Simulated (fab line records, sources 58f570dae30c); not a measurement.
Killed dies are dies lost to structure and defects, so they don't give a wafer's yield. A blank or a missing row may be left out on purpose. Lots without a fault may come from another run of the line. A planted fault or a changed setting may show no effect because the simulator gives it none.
Which tool did it? | flow berkeley_cmos170 | 14 lots, 42 wafers sampled, at 3 steps of a route of 331

WHAT THE GAUGES READ, wafer by wafer
UCB170_V2_BOW_MEAS_03. Usual: V2_BOW 36 um, standard deviation 7.
lot  | measured     | on            | V2_BOW (um) | flag
L380 | day 8 19:05  | film_metro-02 | 26 41 41    |
L381 | day 9 02:58  | film_metro-01 | 27 28 32    |
L384 | day 9 07:26  | film_metro-04 | 34 29 38    |
L383 | day 9 08:38  | film_metro-02 | 12 16 19    |
L385 | day 10 03:21 | film_metro-01 | 26 24 8     |
L387 | day 10 13:35 | film_metro-01 | 32 44 33    |
L389 | day 10 13:58 | film_metro-01 | 39 29 38    |
L394 | day 11 15:41 | film_metro-02 | 44 41 45    |
L395 | day 11 19:38 | film_metro-02 | 37 36 45    |
L393 | day 11 19:54 | film_metro-01 | 33 48 48    |
L392 | day 11 20:12 | film_metro-04 | 37 34 33    |
L397 | day 12 05:50 | film_metro-02 | 38 31 26    |
L396 | day 12 06:55 | film_metro-02 | 36 32 33    |
L402 | day 13 15:26 | film_metro-01 | 33 29 37    |

UCB170_V2_CD_MEAS_90: target cd 700 nm. Usual: cd_nm 699.8 nm, standard deviation 1.5.
lot  | measured     | on        | cd_nm (nm)        | flag
L380 | day 8 21:14  | cd_sem-02 | 701.1 702.2 698.5 |
L381 | day 9 04:44  | cd_sem-01 | 699.5 699.3 702.1 |
L384 | day 9 09:12  | cd_sem-02 | 699.3 699.7 699.4 |
L383 | day 9 10:31  | cd_sem-02 | - - -             | OFF
L385 | day 10 05:32 | cd_sem-01 | - - -             | OFF
L387 | day 10 15:41 | cd_sem-02 | 701.1 700.4 699.4 |
L389 | day 10 16:01 | cd_sem-02 | 700.0 698.9 700.0 |
L394 | day 11 17:19 | cd_sem-01 | 699.7 700.1 700.5 |
L395 | day 11 22:23 | cd_sem-01 | 698.8 700.2 700.5 |
L393 | day 11 22:54 | cd_sem-01 | 697.8 699.0 697.1 |
L392 | day 11 23:14 | cd_sem-02 | 700.5 701.5 700.5 |
L397 | day 12 08:05 | cd_sem-02 | 698.8 699.6 698.5 |
L396 | day 12 08:49 | cd_sem-01 | 702.5 700.5 700.0 |
L402 | day 13 17:35 | cd_sem-02 | 700.1 698.7 699.7 |

WHICH TOOL RAN EACH LOT (tool, then ch and the chambers of the sampled wafers, then the start)
lot  | UCB170_V2_CVD_00
L380 | pecvd-03 ch 0,1,2, day 8 18:34
L381 | pecvd-03 ch 1,2, day 9 02:27
L384 | pecvd-02 ch 0,1,2, day 9 06:55
L383 | pecvd-03 ch 0,1, day 9 08:07
L385 | pecvd-02 ch 0,1, day 10 02:50
L387 | pecvd-02 ch 0,1, day 10 13:02
L389 | pecvd-03 ch 0,1,2, day 10 13:25
L394 | pecvd-02 ch 1,2, day 11 15:04
L395 | pecvd-03 ch 0,1,2, day 11 15:47
L393 | pecvd-02 ch 1,2, day 11 16:02
L392 | pecvd-03 ch 0,2, day 11 16:16
L397 | pecvd-02 ch 0,1, day 12 05:15
L396 | pecvd-03 ch 0,1,2, day 12 06:23
L402 | pecvd-03 ch 0,2, day 13 14:53
- UCB170_V2_CVD_00: deposits SiO2 from TEOS/O2, target thk 2000 nm, time 250 s.

WHAT THE TOOLS THEMSELVES READ (means of the sampled wafers that have a number; where no wafer has one, the mark that the record gives instead)
UCB170_V2_CVD_00. Usual: heater_power_w 243 W, standard deviation 65; pressure_mtorr 9002 mTorr, standard deviation 16.
lot  | tool     | heater_power_w (W) | pressure_mtorr (mTorr) | flag
L380 | pecvd-03 | 281                | 8988                   |
L381 | pecvd-03 | 290                | 9015                   |
L384 | pecvd-02 | 217                | 9007                   |
L383 | pecvd-03 | -                  | -                      | OFF
L385 | pecvd-02 | -                  | -                      | OFF
L387 | pecvd-02 | 182                | 9002                   |
L389 | pecvd-03 | 307                | 8991                   |
L394 | pecvd-02 | 232                | 9008                   |
L395 | pecvd-03 | 222                | 8999                   |
L393 | pecvd-02 | 194                | 9025                   |
L392 | pecvd-03 | 279                | 9000                   |
L397 | pecvd-02 | 187                | 9016                   |
L396 | pecvd-03 | 247                | 8998                   |
L402 | pecvd-03 | 291                | 8997                   |

THE ANSWER, worked out from the rows above alone
Rule: a lot is off if the mean of its wafers that have a number lies more than 3 standard deviations from the usual mean. A lot without any number at a reading at which 4 lots or more have one is off too. The other lots that the step has rows for count as sound. The gauges are gone through in route order, then the tools' own readings, and for those a lot's mean is taken as printed above. The first step at which some lot is off is used, and at that step the reading that is off furthest; a lot without a number counts as furthest.
Off: L383, L385, at UCB170_V2_CD_MEAS_90 (cd_nm). Without a number there: L383, L385.
A tool fits if, at a process step before that reading, it ran every lot that is off, and no sound lot after the first of them. The gauges at UCB170_V2_CD_MEAS_90 aren't tried: what is off there is off at UCB170_V2_CVD_00 too, on other tools, and a gauge's error can't cause that. None of those tried fits.

WHAT THE SIMULATOR HAD PUT IN
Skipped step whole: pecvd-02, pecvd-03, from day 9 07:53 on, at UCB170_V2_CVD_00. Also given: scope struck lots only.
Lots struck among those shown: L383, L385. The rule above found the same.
